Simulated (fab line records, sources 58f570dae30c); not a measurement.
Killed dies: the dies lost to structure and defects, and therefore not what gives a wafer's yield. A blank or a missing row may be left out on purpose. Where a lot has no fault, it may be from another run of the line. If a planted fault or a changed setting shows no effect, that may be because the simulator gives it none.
One fault seen from 2 desks -- flow berkeley-cmos170 -- only its own numbers are on each desk; what lay behind them is given at the end

== FROM THE METROLOGY DESK ==
What the gauges read, lot by lot, whatever tool the lot ran on: means of the sampled wafers that have a number. If a lot's mean is further than 4 standard deviations from the usual mean, the lot is out of limits and carries the mark OUT (the distance appears in the brackets).
Columns: A = cd-nm at UCB170_M2_CD_MEAS_90, usual 701 nm; B = M3_AL_RS at UCB170_M3_RS_MEAS_02, usual 0.0322 ohm/sq
lot,first seen here,A,B
L984,day 7 11:02,699,0.0319
L985,day 7 13:10,703,0.0317
L983,day 7 13:24,704,0.0318
L982,day 7 13:32,697,0.0326
L988,day 8 06:59,700,0.0326
L990,day 8 16:10,696,0.0325
L993,day 9 06:34,705,0.0327
L997,day 10 17:46,700,0.0320
L100,day 10 22:11,700,0.0322
L103,day 11 11:08,700,0.0324
L101,day 11 15:40,702,0.0322
L102,day 11 16:04,704,0.0325
L104,day 11 18:23,699,0.0319
L105,day 12 08:11,706,0.0328
Result from this desk: across the 14 lots, nothing is out of limits.

== DESK OF THE TOOL OWNER: rie-metal-01 ==
The tool's own readings at UCB170_M3_METAL_ETCH_18 (etches Al in Cl2/BCl3, stops on SiO2, target depth 1170 nm, time 195 s): means of the sampled wafers that have a number, for each lot that ran on this tool. If a lot's mean is further than 4 standard deviations from the usual mean, the lot is out of limits and carries the mark OUT (the distance appears in the brackets).
Columns: A = bcl3-flow-sccm at UCB170_M3_METAL_ETCH_18, usual 44.99 sccm; B = bias-w at UCB170_M3_METAL_ETCH_18, usual 120.2 W; C = drypump-motor-current-A at UCB170_M3_METAL_ETCH_18, usual 5.7 A; D = oes-product-au at UCB170_M3_METAL_ETCH_18, usual 0.836 a.u.; E = throttle-valve-pct at UCB170_M3_METAL_ETCH_18, usual 24.40 %
lot,first seen here,A,B,C,D,E
L985,day 7 18:27,44.97,120.2,5.9,0.842,24.14
L990,day 8 21:17,44.92,186.2 (+99 or more) OUT,5.6,0.831,24.17
L993,day 9 11:36,44.96,186.1 (+99 or more) OUT,6.3,0.831,24.10
L101,day 11 20:39,45.05,119.6,5.9,0.832,24.13
L102,day 11 20:59,45.13,120.1,5.6,0.833,24.19
This desk's finding: out of limits on L990, L993; first on L990, day 8 21:17 (bias-w at UCB170_M3_METAL_ETCH_18). Within limits: L985, L101, L102.

== BROUGHT TOGETHER ==
The tool owner's desk could have raised an alarm at day 8 21:17, on L990, L993.
At the metrology desk, nothing out of limits was observed.
The metrology desk has L990, L993 on record, within its limits.
On rie-metal-01, each named lot ran UCB170_M3_METAL_ETCH_18.

== WHAT THE SIMULATOR PUT IN ==
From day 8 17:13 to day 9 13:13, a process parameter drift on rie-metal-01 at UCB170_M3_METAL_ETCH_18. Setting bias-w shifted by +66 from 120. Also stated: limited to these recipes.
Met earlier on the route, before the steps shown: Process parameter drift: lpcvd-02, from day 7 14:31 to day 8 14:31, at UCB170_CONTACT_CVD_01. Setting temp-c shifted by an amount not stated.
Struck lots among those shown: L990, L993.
Delay in hours, fault start to first out-of-limits reading, by desk: the tool owner's desk at 4.
